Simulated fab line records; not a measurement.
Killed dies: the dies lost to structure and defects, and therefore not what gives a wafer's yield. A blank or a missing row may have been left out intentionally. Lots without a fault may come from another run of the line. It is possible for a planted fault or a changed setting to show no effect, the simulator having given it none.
Matching of chambers + flow berkeleyCmos170 + UCB170_GATE_ETCH_15 on rieSi-02: 4 sister chambers
The step etches poly-Si in HBr/Cl2, stops on SiO2, time 56.3 s, target depth 278.2 nm. 8 wafers are shown with their chamber, then 7 later ones without.

== WAFERS, EACH WITH ITS CHAMBER ==
| wafer  | chamber | throttleValvePct (%) | drypumpMotorCurrentA (A) |
|--------|---------|----------------------|--------------------------|
| L230.5 | 3       | 26.24                | 5.6                      |
| L231.2 | 2       | 26.28                | 5.9                      |
| L231.5 | 0       | 26.46                | 5.5                      |
| L244.1 | 1       | 26.64                | 5.8                      |
| L244.3 | 3       | 26.27                | 5.6                      |
| L244.4 | 0       | 26.48                | 5.6                      |
| L245.1 | 1       | 26.62                | 5.8                      |
| L245.2 | 2       | 26.28                | 5.9                      |

== WAFERS WHOSE CHAMBER IS MISSING ==
| wafer  | throttleValvePct (%) | drypumpMotorCurrentA (A) |
|--------|----------------------|--------------------------|
| L245.4 | 26.64                | 5.8                      |
| L247.2 | 26.28                | 5.9                      |
| L247.5 | 26.62                | 5.8                      |
| L247.6 | 26.27                | 5.6                      |
| L249.3 | 26.28                | 5.9                      |
| L249.4 | 26.64                | 5.8                      |
| L249.5 | 26.55                | 5.6                      |

== EACH ONE'S CHAMBER ==
| wafer  | from the rows above | in truth |
|--------|---------------------|----------|
| L245.4 | 1                   | 1        |
| L247.2 | 2                   | 2        |
| L247.5 | 1                   | 1        |
| L247.6 | 3                   | 3        |
| L249.3 | 2                   | 2        |
| L249.4 | 1                   | 1        |
| L249.5 | 0                   | 0        |
Placed correctly: 7 of 7. Number that these rows cannot place: 0. Wrongly placed: 0.
How it was worked out, from the rows above alone: a wafer's distance from a chamber is the root of the sum, over the readings, of the square of ((its reading less the chamber's mean) divided by the reading's scatter). The wafer belongs to the nearest chamber; if the next one is less than 2 further off, it can't be placed. A chamber's mean is the mean of its shown wafers. The scatter: the root of (the sum of the squares of (reading less its chamber's mean) over the shown wafers, divided by (wafers less chambers)).
